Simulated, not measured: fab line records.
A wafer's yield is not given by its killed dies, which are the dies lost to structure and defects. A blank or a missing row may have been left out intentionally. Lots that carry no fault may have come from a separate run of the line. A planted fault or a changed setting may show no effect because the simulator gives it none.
Matching of chambers / flow berkeley cmos170 / UCB170_V2_CMP_02 on cmp-02 has 4 sister chambers
The step polishes SiO2. 16 wafers are shown with their chamber, then 7 later ones without.

WAFERS WITH THEIR CHAMBER
wafer=L114.1; chamber=2; motor current A (A)=16.2
wafer=L114.2; chamber=1; motor current A (A)=15.9
wafer=L114.4; chamber=3; motor current A (A)=17.3
wafer=L115.3; chamber=3; motor current A (A)=16.6
wafer=L115.5; chamber=3; motor current A (A)=16.5
wafer=L115.6; chamber=0; motor current A (A)=16.0
wafer=L116.3; chamber=3; motor current A (A)=16.8
wafer=L116.4; chamber=0; motor current A (A)=14.9
wafer=L116.6; chamber=1; motor current A (A)=16.6
wafer=L121.2; chamber=0; motor current A (A)=16.1
wafer=L121.4; chamber=1; motor current A (A)=16.4
wafer=L121.5; chamber=0; motor current A (A)=16.2
wafer=L124.2; chamber=1; motor current A (A)=16.3
wafer=L124.4; chamber=2; motor current A (A)=17.1
wafer=L124.6; chamber=1; motor current A (A)=15.8
wafer=L125.3; chamber=0; motor current A (A)=15.5

SIGNATURES, as means of the wafers listed above
reading=motor current A; chamber 0=15.740; chamber 1=16.200; chamber 2=16.650; chamber 3=16.800; scatter within a chamber=0.449
Rule: a wafer lies at a distance from a chamber equal to the root of the sum of squares, over the readings, of (its reading less the chamber's mean, divided by the reading's scatter). The wafer belongs to the nearest chamber; if the next one is less than 2 further off, it can't be placed. The scatter: take each reading less its chamber's mean, square it, sum over the shown wafers, divide by the number of wafers less the number of chambers, and take the root.

WAFERS MISSING THEIR CHAMBER
wafer=L125.4; motor current A (A)=15.9
wafer=L125.5; motor current A (A)=15.3
wafer=L128.1; motor current A (A)=17.3
wafer=L128.3; motor current A (A)=15.9
wafer=L128.5; motor current A (A)=16.9
wafer=L131.4; motor current A (A)=15.3
wafer=L131.5; motor current A (A)=15.2

EACH ONE'S CHAMBER
wafer=L125.4; from the rows above=can't be placed: 0 or 1 or 2 or 3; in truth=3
wafer=L125.5; from the rows above=can't be placed: 0 or 1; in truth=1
wafer=L128.1; from the rows above=can't be placed: 3 or 2 or 1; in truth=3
wafer=L128.3; from the rows above=can't be placed: 0 or 1 or 2 or 3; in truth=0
wafer=L128.5; from the rows above=can't be placed: 3 or 2 or 1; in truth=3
wafer=L131.4; from the rows above=can't be placed: 0 or 1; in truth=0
wafer=L131.5; from the rows above=can't be placed: 0 or 1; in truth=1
Correct placement for 0 of the 7. Can't be placed from these rows: 7 (the true chamber is among the candidates in 7). Wrongly placed: 0.
